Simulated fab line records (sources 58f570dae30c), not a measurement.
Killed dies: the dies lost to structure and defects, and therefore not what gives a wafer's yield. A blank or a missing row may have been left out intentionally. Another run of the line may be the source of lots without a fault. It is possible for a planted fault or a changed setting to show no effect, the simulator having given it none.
One fault through the eyes of 2 desks ; flow berkeley_cmos170 ; only its own numbers are on each desk; what lay behind them is given at the end

== FROM THE METROLOGY DESK ==
What the gauges read, lot by lot, whatever tool the lot ran on: means of the sampled wafers that have a number. Marked OUT: a lot whose mean sits more than 4 standard deviations from the usual mean, which makes it out of limits; the brackets give that distance.
Columns: A = cd_nm at UCB170_ACTIVE_CD_MEAS_90, usual 1199.4 nm; B = cd_nm at UCB170_V1_CD_MEAS_90, usual 700.3 nm; C = M2_AL_RS at UCB170_M2_RS_MEAS_02, usual 0.03237 ohm/sq; D = M2_AL_THK at UCB170_M2_THK_MEAS_03, usual 898 nm; E = M3_OVL at UCB170_M3_OVL_MEAS_16, usual 0 nm
lot;first seen here;A;B;C;D;E
L766;day 4 23:56;1199.8;699.6;0.03212;907;2
L767;day 5 00:04;1200.7;700.5;0.03244;892;-5
L770;day 5 15:50;1199.4;698.2;0.03252;902;-5
L774;day 6 19:50;1199.4;700.0;0.02930 (-11) OUT;1001 (+12) OUT;2
L778;day 7 14:43;1201.3;699.7;0.03284;896;-2
L780;day 7 20:58;1198.0;702.2;0.03209;900;1
L781;day 8 07:53;1201.4;698.8;0.03231;901;4
L783;day 8 08:11;1199.0;702.1;0.03271;888;-4
L784;day 8 08:27;1198.5;700.3;0.03253;894;-0
L787;day 9 00:13;1200.6;701.8;0.03237;894;-6
L788;day 9 04:29;1200.6;701.9;0.03239;898;-0
Per this desk, out of limits: L774; the first was L774, day 10 06:22 (M2_AL_RS at UCB170_M2_RS_MEAS_02). L766, L767, L770, L778, L780, L781, L783, L784, L787, L788 stayed within limits.

== TOOL OWNER'S DESK, pvd_sputter-04 ==
The tool's own readings at UCB170_M2_SPUTTER_01 (material Al, target thk 900 nm, time 120 s): means of the sampled wafers that have a number, for each lot that ran on this tool. Marked OUT: a lot whose mean sits more than 4 standard deviations from the usual mean, which makes it out of limits; the brackets give that distance.
Columns: A = cathode_dc_power_W at UCB170_M2_SPUTTER_01, usual 6000.0 W; B = throttle_valve_pct at UCB170_M2_SPUTTER_01, usual 30.3 %
lot;first seen here;A;B
L766;day 8 20:31;5999.7;30.4
L770;day 9 10:38;5999.0;29.8
L774;day 10 06:16;6000.3;30.4
This desk's verdict: no lot among the 3 shows anything out of limits.

== PUT TOGETHER ==
The metrology desk could have raised an alarm at day 10 06:22, on L774.
The desk of the tool owner found nothing out of limits.
Tool owner's desk: L774 on record, inside its limits.
All the named lots went through UCB170_M2_SPUTTER_01 on pvd_sputter-04.

== WHAT THE SIMULATOR HAD PUT IN ==
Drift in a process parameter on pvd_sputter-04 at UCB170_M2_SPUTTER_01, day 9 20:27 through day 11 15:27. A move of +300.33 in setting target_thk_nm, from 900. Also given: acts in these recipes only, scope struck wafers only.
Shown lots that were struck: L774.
Delay in hours, fault start to first out-of-limits reading, per desk: metrology desk 10.
